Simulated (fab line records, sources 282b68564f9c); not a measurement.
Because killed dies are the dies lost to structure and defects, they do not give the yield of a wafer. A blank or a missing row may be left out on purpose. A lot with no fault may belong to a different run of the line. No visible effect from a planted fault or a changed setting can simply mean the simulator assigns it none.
Struck lot and sound lot, side by side ; flow rit-cmos ; 18 steps out of a route of 202
Sound: the wafers L766.2, L766.3, L766.6. Wafers L765.1, L765.3, L765.5 were the ones struck. The cause is given at the end.
At each step with rows: each side's tool, then ch and its chambers, then its first start. Under that, the readings that differ: sound wafers ; struck wafers ; difference of the means ; sigmas: that difference in standard deviations of wafers without a fault.
alike: a reading whose means differ by less than 2 such deviations, as well as words and numbers matching on both sides. not compared: withheld readings; readings where some wafer has no value; bounds like >300 that might hide an equal value; numbers whose values overlap and for which the record gives no deviation.
The two part at a step that has a row with sigmas, a row that says differs or no value, or rows on one side only. Non-overlapping numbers with no deviation appear without sigmas and do not part them. A reading that every wafer of one side lacks parts them only if that side has two wafers or more.

first, 4 steps without rows for these wafers: RIT_NLDD_SOFTBAKE_02 (time 60 s); RIT_NLDD_EXPOSE_03 (exposes mask M7, target cd 40700 nm); RIT_NLDD_PEB_04; RIT_NLDD_DEVELOP_05 (develop time 50 s).
RIT_NLDD_OVL_MEAS_06:
  sound on overlay-02 at day 5 05:19; struck on overlay-02 at day 5 01:20
  alike: NLDD_OVL
then, 2 steps without rows for these wafers: RIT_NLDD_HARDBAKE_07 (time 60 s); RIT_NLDD_IMPLANT_08.
RIT_NLDD_STRIP_09: strips in O2, time 180 s.
  sound on plasma-asher-04 ch 0, day 5 05:38; struck on plasma-asher-04 ch 1, day 5 01:41
  alike: chamber-pressure-mTorr, drypump-motor-current-A
  not compared: rf-hours-counter-h
RIT_NLDD_TW_MEAS_10:
  sound on film-metro-01 at day 5 05:49; struck on film-metro-01 at day 5 01:52
  alike: NLDD_TW
then, 3 steps without rows for these wafers: RIT_PLDD_HMDS_00 (prime time 60 s); RIT_PLDD_COAT_01 (resist thk 1000 nm); RIT_PLDD_SOFTBAKE_02 (time 60 s).
RIT_PLDD_EXPOSE_03: exposes mask M8, target cd 40900 nm.
  sound on iline-stepper-01 ch 0, day 5 06:28; struck on iline-stepper-02 ch 0, day 5 02:33
reading;sound;struck;difference;sigmas
model.PLDD.overlay-x-nm (nm);-0.6019 -0.6019 -0.6019;131 131 131;+132;
  alike: mask
then, 2 steps without rows for these wafers: RIT_PLDD_PEB_04; RIT_PLDD_DEVELOP_05 (develop time 50 s).
RIT_PLDD_OVL_MEAS_06:
  sound on overlay-02 at day 5 06:51; struck on overlay-01 at day 5 02:57
reading;sound;struck;difference;sigmas
PLDD_OVL (nm);-0.2 0.5 -0.9;131.6 130.2 130.2;+130.9;+99 or more
then, 1 step without rows for these wafers: RIT_PLDD_HARDBAKE_07 (time 60 s).
RIT_M1_PROBE_99:
  sound on prober-01 at day 5 21:03; struck on prober-02 at day 5 17:25
reading;sound;struck;difference;sigmas
model.etest.pldd.width-nm (nm);3190 3175 3170;3134 3122 3138;-47;
  alike: killed-at-contacts, killed-at-front-end, killed-dies, killed-open, killed-short

## WHERE THEY PART
At RIT_PLDD_OVL_MEAS_06 and nowhere else, as far as this record goes. Later steps at which nothing parts them and some readings are alike: RIT_M1_PROBE_99.

WHY: the cause the simulator had injected
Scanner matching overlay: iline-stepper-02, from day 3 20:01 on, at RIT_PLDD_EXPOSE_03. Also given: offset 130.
